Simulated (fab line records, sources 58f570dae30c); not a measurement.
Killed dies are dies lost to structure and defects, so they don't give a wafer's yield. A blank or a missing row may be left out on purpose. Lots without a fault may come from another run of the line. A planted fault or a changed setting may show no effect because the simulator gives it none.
Which tool did it? | flow berkeley_cmos170 | 15 lots, 45 wafers sampled, at 5 steps of a route of 331

WHAT THE GAUGES READ, wafer by wafer
UCB170_NWELL_THK_MEAS_02. Usual: NWELL_OXIDE_THK 26.5 nm, standard deviation 0.54.
lot  | measured    | on            | NWELL_OXIDE_THK (nm) | flag
L143 | day 1 23:10 | film_metro-03 | 27.0 26.4 26.4       |
L144 | day 2 07:18 | film_metro-03 | 25.9 25.9 25.9       |
L145 | day 2 12:09 | film_metro-03 | 25.2 25.5 25.5       |
L147 | day 3 00:01 | film_metro-04 | 26.8 26.5 26.6       |
L148 | day 3 00:02 | film_metro-02 | 26.1 26.0 26.1       |
L149 | day 3 09:16 | film_metro-02 | 26.6 26.6 26.2       |
L153 | day 4 04:35 | film_metro-04 | 27.5 27.4 27.6       |
L155 | day 4 15:47 | film_metro-02 | 26.6 26.5 26.8       |
L159 | day 5 08:01 | film_metro-02 | 26.7 26.2 26.2       |
L160 | day 5 16:17 | film_metro-04 | 27.0 27.0 26.3       |
L161 | day 5 21:56 | film_metro-03 | 26.3 26.5 26.7       |
L162 | day 5 21:56 | film_metro-04 | 26.2 26.0 26.2       |
L163 | day 6 06:16 | film_metro-03 | 26.7 26.6 27.0       |
L166 | day 6 21:17 | film_metro-04 | 27.4 27.4 27.3       |
L165 | day 6 21:17 | film_metro-03 | 27.5 27.6 27.0       |

UCB170_NWELL_OVL_MEAS_12. Usual: NWELL_OVL -1 nm, standard deviation 4.9.
lot  | measured    | on         | NWELL_OVL (nm) | flag
L143 | day 2 06:45 | overlay-01 | 4 -1 -1        |
L144 | day 2 18:28 | overlay-02 | 2 -2 -5        |
L145 | day 2 20:25 | overlay-02 | -4 0 -1        |
L147 | day 3 08:17 | overlay-02 | -2 -6 -5       |
L148 | day 3 07:56 | overlay-01 | 2 -4 2         |
L149 | day 3 19:38 | overlay-02 | -8 -3 0        |
L153 | day 4 13:31 | overlay-02 | -1 -8 1        |
L155 | day 5 01:03 | overlay-01 | 2 1 5          |
L159 | day 5 16:57 | overlay-01 | 6 2 3          |
L160 | day 6 00:23 | overlay-01 | -1 0 1         |
L161 | day 6 05:00 | overlay-01 | 8 8 5          |
L162 | day 6 05:00 | overlay-02 | -7 -16 -2      |
L163 | day 6 15:01 | overlay-01 | -2 -4 -5       |
L166 | day 7 06:22 | overlay-02 | -6 -3 -8       |
L165 | day 7 06:08 | overlay-02 | 4 2 3          |

UCB170_FIELD_THK_MEAS_02. Usual: FIELD_OXIDE_THK 562 nm, standard deviation 9.4.
lot  | measured     | on            | FIELD_OXIDE_THK (nm) | flag
L143 | day 4 19:14  | film_metro-01 | 538 547 542          |
L144 | day 5 14:58  | film_metro-01 | 547 549 555          |
L145 | day 5 14:56  | film_metro-03 | 570 565 573          |
L147 | day 6 00:28  | film_metro-03 | 558 557 554          |
L148 | day 6 00:29  | film_metro-01 | 576 561 556          |
L149 | day 6 09:07  | film_metro-01 | 563 561 559          |
L153 | day 6 20:44  | film_metro-03 | 579 575 575          |
L155 | day 7 17:31  | film_metro-01 | 550 563 555          |
L159 | day 8 04:35  | film_metro-03 | 571 567 570          |
L160 | day 8 15:41  | film_metro-03 | 572 564 569          |
L161 | day 8 22:32  | film_metro-04 | 558 568 567          |
L162 | day 8 22:32  | film_metro-01 | 556 564 555          |
L163 | day 9 14:23  | film_metro-01 | 564 567 572          |
L166 | day 10 06:05 | film_metro-01 | 562 578 566          |
L165 | day 10 06:09 | film_metro-01 | 573 569 570          |

UCB170_PVT_TW_MEAS_09. Usual: PVT_TW 506, standard deviation 3.3.
lot  | measured     | on            | PVT_TW      | flag
L143 | day 5 23:34  | film_metro-04 | 512 513 511 |
L144 | day 6 22:11  | film_metro-03 | 507 505 503 |
L145 | day 6 21:49  | film_metro-01 | 502 501 502 |
L147 | day 7 05:25  | film_metro-01 | 499 498 498 |
L148 | day 7 05:12  | film_metro-01 | 500 500 498 |
L149 | day 7 13:46  | film_metro-01 | 501 505 501 |
L153 | day 8 07:20  | film_metro-04 | 509 505 507 |
L155 | day 9 04:49  | film_metro-03 | 517 517 515 | OFF
L159 | day 9 18:40  | film_metro-03 | 518 519 518 | OFF
L160 | day 10 03:13 | film_metro-04 | 518 519 521 | OFF
L161 | day 10 03:28 | film_metro-04 | 509 506 507 |
L162 | day 10 04:08 | film_metro-01 | 508 509 508 |
L163 | day 10 12:19 | film_metro-03 | 505 503 506 |
L166 | day 11 08:25 | film_metro-03 | 506 507 506 |
L165 | day 11 07:37 | film_metro-01 | 504 504 507 |

WHICH TOOL RAN EACH LOT (tool, then ch and the chambers of the sampled wafers, then the start)
lot  | UCB170_PVT_IMPLANT_07
L143 | implanter-04 ch 0, day 5 23:20
L144 | implanter-02 ch 0, day 6 21:56
L145 | implanter-03 ch 0, day 6 21:35
L147 | implanter-02 ch 0, day 7 05:10
L148 | implanter-04 ch 0, day 7 04:59
L149 | implanter-04 ch 0, day 7 13:31
L153 | implanter-04 ch 0, day 8 07:05
L155 | implanter-04 ch 0, day 9 04:35
L159 | implanter-04 ch 0, day 9 18:26
L160 | implanter-04 ch 0, day 10 02:59
L161 | implanter-03 ch 0, day 10 03:13
L162 | implanter-02 ch 0, day 10 03:54
L163 | implanter-02 ch 0, day 10 12:05
L166 | implanter-02 ch 0, day 11 08:05
L165 | implanter-02 ch 0, day 11 07:23
- UCB170_PVT_IMPLANT_07

WHAT THE TOOLS THEMSELVES READ (means of the sampled wafers that have a number; where no wafer has one, the mark that the record gives instead)
UCB170_PVT_IMPLANT_07. Usual: dose_ions_cm2 2e+12, standard deviation 2.5e+09; end_station_pressure_torr 4.99e-06 Torr, standard deviation 2.6e-07; faraday_current_uA 6.34, standard deviation 0.12.
lot  | tool         | dose_ions_cm2 | end_station_pressure_torr (Torr) | faraday_current_uA | flag
L143 | implanter-04 | 2e+12         | 5.23e-06                         | 6.33               |
L144 | implanter-02 | 2e+12         | 5.27e-06                         | 6.26               |
L145 | implanter-03 | 2e+12         | 5.00e-06                         | 6.43               |
L147 | implanter-02 | 2e+12         | 4.97e-06                         | 6.24               |
L148 | implanter-04 | 2e+12         | 5.10e-06                         | 6.30               |
L149 | implanter-04 | 2e+12         | 4.79e-06                         | 6.26               |
L153 | implanter-04 | 2e+12         | 4.70e-06                         | 6.35               |
L155 | implanter-04 | 2e+12         | 4.71e-06                         | 6.73               | OFF
L159 | implanter-04 | 2e+12         | 4.80e-06                         | 6.84               | OFF
L160 | implanter-04 | 2e+12         | 5.08e-06                         | 6.74               | OFF
L161 | implanter-03 | 2e+12         | 5.27e-06                         | 6.25               |
L162 | implanter-02 | 2e+12         | 5.02e-06                         | 6.36               |
L163 | implanter-02 | 2e+12         | 5.06e-06                         | 6.38               |
L166 | implanter-02 | 2e+12         | 4.90e-06                         | 6.37               |
L165 | implanter-02 | 2e+12         | 5.13e-06                         | 6.34               |

THE ANSWER, worked out from the rows above alone
Rule: a lot is off if the mean of its wafers that have a number lies more than 3 standard deviations from the usual mean. A lot without any number at a reading at which 4 lots or more have one is off too. The other lots that the step has rows for count as sound. The gauges are gone through in route order, then the tools' own readings, and for those a lot's mean is taken as printed above. The first step at which some lot is off is used, and at that step the reading that is off furthest; a lot without a number counts as furthest.
Off: L155, L159, L160, at UCB170_PVT_TW_MEAS_09 (PVT_TW).
A tool fits if, at a process step before that reading, it ran every lot that is off, and no sound lot after the first of them. The gauges at UCB170_PVT_TW_MEAS_09 aren't tried: what is off there is off at UCB170_PVT_IMPLANT_07 too, on other tools, and a gauge's error can't cause that. One fits: implanter-04 at UCB170_PVT_IMPLANT_07. Its last sound lot is L153 (day 8 07:05), its first lot that is off L155 (day 9 04:35): a fault that began between those two fits.
The tool's own readings at UCB170_PVT_IMPLANT_07 bear it out: on the lots that are off they differ by more than 5 times the standard deviation of the sound lots' means. faraday_current_uA reads 6.77 there against 6.32 on the sound lots.

WHAT THE SIMULATOR HAD PUT IN
Process parameter drift: implanter-04, from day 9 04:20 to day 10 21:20, at UCB170_PVT_IMPLANT_07. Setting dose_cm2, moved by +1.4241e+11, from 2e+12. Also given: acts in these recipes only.
Lots struck among those shown: L155, L159, L160. The rule above found the same.
